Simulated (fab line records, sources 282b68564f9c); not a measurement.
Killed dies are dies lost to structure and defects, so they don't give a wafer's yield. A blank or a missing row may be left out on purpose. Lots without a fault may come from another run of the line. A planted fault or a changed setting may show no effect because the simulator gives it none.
fab line records | flow rit_cmos
record lots=6 wafers=18 last_day=8
route steps=202 shown GATE@79 FOX2@80 M1@202
lots that met no fault: from a run of the same line without faults
start_h: hours from the record's first day to the start of the lot's first wafer shown | wait_h: hours since the lot's step before | " the same as in the row above | L1.1+2: a row that stands for several wafers | - no value, or no start given | * or withheld: withheld | < > ~ a bound
route shown NAME@n: a module of which the file shows steps, and the number in the route of the first | usual: mean/standard deviation of fault-free wafers | same: alike in all rows | chamber/n: place in a boat | sites: the reading at each site | _std_site: their standard deviation | _edge_site: outer sites' mean less inner sites' | radius_mm: how far each site lies from the wafer's centre | mask NAME#n: copy n | behind: the tool/chamber that last shaped the wafer | hold: why the lot was held/for how many hours/how that ended | device: the transistor (n, p or np) that didn't switch | end of line: the same wafers' tests at the end of the route | a step without rows: its recipe alone | killed: dies lost to structure and defects at the first sort, not the wafer's yield | map: a wafer's dies, x killed, . not, _ none there
set.NAME: the setting as run; set.NAME@STEP: as run at that earlier step | model.NAME: the simulator's own value behind a step, which no gauge read
lots at some steps of the route; a table a step, a row a wafer
services: from which hour (start_h, from the record's first day; less than 0 if before it) a tool's chamber was out of use, for how many hours, and why
## steps
# step RIT_GATE_CLEAN_04
# recipe chemistry=dHF dilution=50:1 time_s=60 dry=n2_spin
# step RIT_FOX2_THK_MEAS_91
# recipe reads=SiO2_of_FOX2_OXIDATION_00
# usual FIELD_OXIDE_LEFT_2_THK=255/6.8
# columns lot.wafer tool chamber start_h wait_h FIELD_OXIDE_LEFT_2_THK[nm]
L867.1 film_metro-01 - 38.41 0.0 246
L867.4 " - " " 250
L867.6 " - " " 251
L872.1 film_metro-01 - 68.18 0.0 253
L872.2 " - " " 250
L872.6 " - " " 249
L885.1 film_metro-01 - 137.60 0.0 257
L885.2 " - " " 261
L885.3 " - " " 256
L886.2 film_metro-03 - 143.64 0.0 257
L886.3 " - " " 251
L886.5 " - " " 256
L887.1 film_metro-03 - 148.69 0.0 254
L887.2 " - " " 255
L887.5 " - " " 256
L888.1 film_metro-04 - 155.14 0.0 260
L888.4 " - " " 269
L888.5 " - " " 259
# step RIT_GATE_OXIDATION_05
# recipe temp_c=900 ambient=O2 target_thk_a=30 ox_time_s=270
# step RIT_GATE_ANNEAL_06
# recipe temp_c=900 time_s=600 ambient=N2O
# step RIT_GATE_THK_MEAS_07
# recipe reads=SiO2_of_GATE_OXIDATION_05
# usual GATE_OXIDE_THK=3.01/0.063
# columns lot.wafer tool chamber start_h wait_h GATE_OXIDE_THK[nm]
L867.1 film_metro-01 - 40.58 0.0 3.06
L867.4 " - " " 3.05
L867.6 " - " " 3.00
L872.1 film_metro-04 - 71.74 0.0 3.07
L872.2 " - " " 2.98
L872.6 " - " " 2.99
L885.1 film_metro-01 - 151.18 0.0 2.93
L885.2 " - " " 2.92
L885.3 " - " " 3.03
L887.1 film_metro-01 - 155.99 0.0 2.98
L887.2 " - " " 2.99
L887.5 " - " " 3.09
L886.2 film_metro-03 - 156.00 0.0 3.11
L886.3 " - " " 3.10
L886.5 " - " " 3.11
L888.1 film_metro-04 - 161.42 0.0 2.94
L888.4 " - " " 2.92
L888.5 " - " " 3.03
# step RIT_GATE_CVD_08
# recipe material=poly-Si target_thk_nm=250 temp_c=610 precursor=SiH4 time_s=2220 pressure_mtorr=300 sih4_flow_sccm=100
# step RIT_GATE_THK_MEAS_09
# recipe reads=poly-Si_of_GATE_CVD_08
# usual GATE_POLY_THK=249.8/2.5
# columns lot.wafer tool chamber start_h wait_h GATE_POLY_THK[nm]
L867.1 film_metro-04 - 43.42 0.0 248.4
L867.4 " - " " 247.4
L867.6 " - " " 247.2
L872.1 film_metro-03 - 73.41 0.0 252.6
L872.2 " - " " 253.0
L872.6 " - " " 251.2
L885.1 film_metro-03 - 152.86 0.0 248.2
L885.2 " - " " 249.9
L885.3 " - " " 248.1
L887.1 film_metro-04 - 157.67 0.0 251.3
L887.2 " - " " 252.4
L887.5 " - " " 250.0
L886.2 film_metro-03 - 157.68 0.0 250.2
L886.3 " - " " 251.8
L886.5 " - " " 250.8
L888.1 film_metro-03 - 163.10 0.0 251.1
L888.4 " - " " 247.9
L888.5 " - " " 250.2
# step RIT_GATE_HMDS_10
# recipe prime_time_s=60 prime_temp_c=140
# step RIT_GATE_COAT_11
# recipe resist=NOVOLAK spin_rpm=4250 resist_thk_nm=850
# step RIT_GATE_SOFTBAKE_12
# recipe resist=NOVOLAK temp_c=90 time_s=60
# step RIT_GATE_EXPOSE_13
# recipe mask_id=M6 na=0.6 source_shape=conventional sigma_outer=0.6 target_cd_nm=150 dose_mj=380
# step RIT_GATE_PEB_14
# recipe resist=NOVOLAK temp_c=withheld time_s=withheld
# step RIT_GATE_DEVELOP_15
# recipe resist=NOVOLAK develop_time_s=50 dev_temp_c=23
# columns lot.wafer tool chamber start_h wait_h
L867.1+4+6 litho_track-04 0 44 -
L872.1+2+6 litho_track-02 0 74 -
L885.1+2+3 litho_track-04 0 153 -
L887.1+2+5 litho_track-02 0 158 -
L886.2+3+5 litho_track-04 0 158 -
L888.1+4+5 litho_track-02 0 164 -
# step RIT_GATE_OVL_MEAS_17
# usual GATE_OVL=-0.1/1.3
# columns lot.wafer tool chamber start_h wait_h GATE_OVL[nm]
L867.1 overlay-02 - 44.82 0.1 -0.9
L867.4 " - " " -0.7
L867.6 " - " " -0.6
L872.1 overlay-02 - 74.44 0.1 0.8
L872.2 " - " " 1.2
L872.6 " - " " 0.9
L885.1 overlay-01 - 153.98 0.1 0.8
L885.2 " - " " 1.0
L885.3 " - " " 0.7
L887.1 overlay-02 - 158.83 0.1 -0.8
L887.2 " - " " -3.5
L887.5 " - " " -2.0
L886.2 overlay-01 - 159.07 0.1 0.9
L886.3 " - " " -0.6
L886.5 " - " " -0.7
L888.1 overlay-01 - 164.25 0.1 -0.5
L888.4 " - " " -1.1
L888.5 " - " " -2.2
# step RIT_GATE_HARDBAKE_18
# recipe resist=NOVOLAK temp_c=140 time_s=60
# step RIT_GATE_ETCH_19
# recipe chemistry=SF6/CHF3/O2 time_s=165 SF6_flow_sccm=30 CHF3_flow_sccm=30 O2_flow_sccm=5 target=poly-Si pressure_mtorr=40 rf_w=160 target_depth_a=3125 over_etch_frac=0.25 stop_on=SiO2
# usual drypump_motor_current_A=5.7/0.61 oes_product_au=0.847/0.014 throttle_valve_pct=10.23/0.15
# columns lot.wafer tool chamber start_h wait_h drypump_motor_current_A oes_product_au rf_hours_counter_h throttle_valve_pct
L867.1 rie_si-02 3 45.01 0.1 5.4 0.827 145 10.21
L867.4 " 2 " " 5.9 0.822 - 10.04
L867.6 " 3 " " 5.4 0.832 - 10.21
L872.1 rie_si-01 1 74.63 0.1 6.5 0.881 62 10.33
L872.2 " 0 " " 6.2 0.854 78 10.38
L872.6 " 2 " " 5.0 0.866 - 10.05
L885.1 rie_si-02 2 154.16 0.1 5.9 0.834 31 10.06
L885.2 " 0 " " 5.6 0.833 2 10.42
L885.3 " 3 " " 5.4 0.830 0 10.22
L887.1 rie_si-01 2 159.01 0.1 5.0 0.869 4 10.05
L887.2 " 0 " " 6.1 0.859 79 10.37
L887.5 " 3 " " 4.7 0.848 - 10.05
L886.2 rie_si-02 1 159.25 0.1 6.4 0.844 76 10.34
L886.3 " 0 " " 5.6 0.847 2 10.43
L886.5 " 3 " " 5.4 0.832 - 10.21
L888.1 rie_si-01 3 164.44 0.1 4.7 0.846 86 10.06
L888.4 " 1 " " 6.5 0.859 62 10.32
L888.5 " 3 " " 4.7 0.857 - 10.05
# step RIT_GATE_STRIP_20
# recipe chemistry=O2 time_s=180 resist=NOVOLAK platen_temp_c=withheld power_w=500 pressure_mtorr=4000 o2_flow_sccm=4000
# usual drypump_motor_current_A=5.8/0.51 rf_refl_power_W=7.3/0.86
# columns lot.wafer tool chamber start_h wait_h drypump_motor_current_A rf_hours_counter_h rf_refl_power_W
L867.1 plasma_asher-03 0 45.11 0.1 6.4 27 7.8
L867.4 " 0 " " 6.4 - 7.6
L867.6 " 1 " " 5.9 - 7.9
L872.1 plasma_asher-01 0 74.74 0.1 4.7 39 7.7
L872.2 " 1 " " 6.0 39 7.4
L872.6 " 1 " " 6.0 - 7.3
L885.1 plasma_asher-04 0 154.27 0.1 5.8 3 5.7
L885.2 " 1 " " 5.9 3 6.1
L885.3 " 0 " " 5.8 - 5.6
L887.1 plasma_asher-04 1 159.12 0.1 5.9 3 6.0
L887.2 " 0 " " 5.8 3 5.7
L887.5 " 0 " " 5.8 - 5.3
L886.2 plasma_asher-01 1 159.36 0.1 6.0 48 7.4
L886.3 " 1 " " 6.0 - 7.4
L886.5 " 0 " " 4.7 - 8.2
L888.1 plasma_asher-04 0 164.55 0.1 5.8 4 5.8
L888.4 " 1 " " 5.9 - 6.5
L888.5 " 0 " " 5.8 - 6.0
# step RIT_M1_PROBE_99
# usual killed_at_front_end=6.6/2.7 killed_dies=6.7/2.7 killed_on_rim=1.7/1.4 killed_open=3.4/2 killed_short=3.2/1.8
# same gross_dies=264 killed_at_M0_to_M3=0 killed_at_M4_up=0 killed_at_back_side=0 killed_at_contacts=0 killed_at_other=0
# columns lot.wafer tool chamber start_h wait_h killed_at_front_end killed_dies killed_on_rim killed_open killed_short
L872.1 prober-02 - 94.60 0.1 7 7 2 5 2
L872.2 prober-02 - 94.65 0.1 5 5 0 4 1
L872.6 prober-02 - 94.85 0.2 6 6 1 3 3
L885.1 prober-01 - 175.09 0.1 264 264 70 5 3
L885.2 prober-01 - 175.14 0.1 264 264 70 4 5
L885.3 prober-01 - 175.19 0.2 264 264 70 15 8
L886.2 prober-01 - 181.72 0.1 264 264 70 2 4
L886.3 prober-01 - 181.77 0.2 264 264 70 2 0
L886.5 prober-01 - 181.87 0.2 264 264 70 3 2
L888.1 prober-02 - 189.16 0.1 6 6 1 5 1
L888.4 prober-02 - 189.31 0.2 5 5 0 2 3
L888.5 prober-02 - 189.36 0.2 8 8 2 4 4
# killed by level:class
L872.1 GATE:geometric_particle:open=3 SILICIDE:geometric_particle:open=2 GATE:geometric_particle:short=1 SILICIDE:geometric_particle:short=1
L872.2 SPACER:geometric_particle:open=2 FOX2:geometric_particle:open=1 GATE:geometric_particle:open=1 SPACER:geometric_particle:short=1
L872.6 GATE:geometric_particle:open=2 GATE:geometric_particle:short=2 SPACER:geometric_particle:short=1 SPACER:geometric_particle:open=1
L885.1 GATE:area_develop=256 GATE:geometric_particle:open=3 GATE:geometric_particle:short=2 FOX2:geometric_particle:open=1 SPACER:geometric_particle:short=1 SILICIDE:geometric_particle:open=1
L885.2 GATE:area_develop=255 GATE:geometric_particle:open=3 REOX:geometric_particle:short=2 FOX1:geometric_particle:short=1 GATE:geometric_particle:short=1 SPACER:geometric_particle:short=1 SPACER:geometric_particle:open=1
L885.3 GATE:area_develop=241 GATE:geometric_particle:open=11 GATE:geometric_particle:short=4 SPACER:geometric_particle:open=2 SILICIDE:geometric_particle:short=2 FOX2:geometric_particle:open=1 REOX:geometric_particle:open=1 REOX:geometric_particle:short=1
L886.2 GATE:area_develop=258 SPACER:geometric_particle:short=2 FOX2:geometric_particle:short=1 GATE:geometric_particle:open=1 SPACER:geometric_particle:open=1 SILICIDE:geometric_particle:short=1
L886.3 GATE:area_develop=262 GATE:geometric_particle:open=1 SILICIDE:geometric_particle:open=1
L886.5 GATE:area_develop=259 GATE:geometric_particle:open=2 FOX1:geometric_particle:open=1 GATE:geometric_particle:short=1 SPACER:geometric_particle:short=1
L888.1 GATE:geometric_particle:open=2 SPACER:geometric_particle:open=2 FOX1:geometric_particle:open=1 FOX2:geometric_particle:short=1
L888.4 ACTIVE:geometric_particle:short=1 GATE:geometric_particle:open=1 GATE:geometric_particle:short=1 SPACER:geometric_particle:open=1 SILICIDE:geometric_particle:short=1
L888.5 FOX1:geometric_particle:short=1 FOX2:geometric_particle:short=1 GATE:geometric_particle:open=1 GATE:geometric_particle:short=1 REOX:geometric_particle:open=1 SPACER:geometric_particle:short=1 SPACER:geometric_particle:open=1 SILICIDE:geometric_particle:open=1
# map L885.1 (x killed, . not)
________xxxxxxx_______
_____xxxxxxxxxxxxx____
____xxxxxxxxxxxxxxx___
___xxxxxxxxxxxxxxxxx__
__xxxxxxxxxxxxxxxxxxx_
__xxxxxxxxxxxxxxxxxxx_
_xxxxxxxxxxxxxxxxxxxxx
_xxxxxxxxxxxxxxxxxxxxx
_xxxxxxxxxxxxxxxxxxxxx
_xxxxxxxxxxxxxxxxxxxxx
__xxxxxxxxxxxxxxxxxxx_
__xxxxxxxxxxxxxxxxxxx_
___xxxxxxxxxxxxxxxxx__
____xxxxxxxxxxxxxxx___
_____xxxxxxxxxxxxx____
________xxxxxxx_______
# map L886.2 (x killed, . not)
________xxxxxxx_______
_____xxxxxxxxxxxxx____
____xxxxxxxxxxxxxxx___
___xxxxxxxxxxxxxxxxx__
__xxxxxxxxxxxxxxxxxxx_
__xxxxxxxxxxxxxxxxxxx_
_xxxxxxxxxxxxxxxxxxxxx
_xxxxxxxxxxxxxxxxxxxxx
_xxxxxxxxxxxxxxxxxxxxx
_xxxxxxxxxxxxxxxxxxxxx
__xxxxxxxxxxxxxxxxxxx_
__xxxxxxxxxxxxxxxxxxx_
___xxxxxxxxxxxxxxxxx__
____xxxxxxxxxxxxxxx___
_____xxxxxxxxxxxxx____
________xxxxxxx_______
## services
# columns tool chamber start_h hours kind
rie_si-02 0 23.60 3.7 repair
rie_si-02 1 39.93 5.8 repair
rie_si-01 2 54.40 11.3 repair
rie_si-01 1 76.73 5.1 repair
rie_si-02 - 91.81 0.1 repair
plasma_asher-01 - 103.33 0.4 repair
plasma_asher-04 - 108.75 9.0 pm
plasma_asher-04 0 108.75 9.0 vent_cycle
plasma_asher-04 1 108.75 9.0 vent_cycle
plasma_asher-04 0 117.75 - clean
plasma_asher-04 1 117.75 - clean
rie_si-01 1 121.53 2.1 repair
rie_si-02 3 131.90 - clean
rie_si-02 3 131.90 18.8 scheduled_down
rie_si-02 3 131.90 18.8 vent_cycle
plasma_asher-04 - 146.74 1.6 repair
## key
first_sign step=RIT_M1_PROBE_99 reading=killed_dies direction=up sigmas=94 usual=6.7 struck=264
effect step=RIT_M1_PROBE_99 reading=killed_at_front_end direction=up sigmas=94 usual=6.6 struck=264
more_kills_born_at RIT_GATE_DEVELOP_15@litho_track-04=1532
met_at RIT_GATE_DEVELOP_15
struck_wafers L885.1,L885.2,L885.3,L886.2,L886.3,L886.5
later_rows_left_out L885.1,L885.2,L885.3,L886.2,L886.3,L886.5
tester_left_out L885,L886
loop_trim step=RIT_GATE_EXPOSE_13 setting=dose lots=L886
onset_between 44 153
also_fits RIT_GATE_ETCH_19:rie_si-02
fault kind=process_parameter_drift tool=litho_track-04 chamber=- onset_h=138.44 steps=RIT_GATE_DEVELOP_15 channel=develop_time_s offset=* shape=step end_h=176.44 acts_in=* stated=*
# tester_left_out: of these lots the tester's yield and bins aren't shown, on N5 and GAA mostly nor the transistor test; their killed dies are dies lost to structure and defects alone, not to doping, threshold or leakage, so they don't give the yield
# later_rows_left_out: the simulator's readings of these wafers behind a module that went badly wrong aren't trusted and aren't shown, but for the sort
# loop_trim: a control loop set the setting to another value than it would have without faults
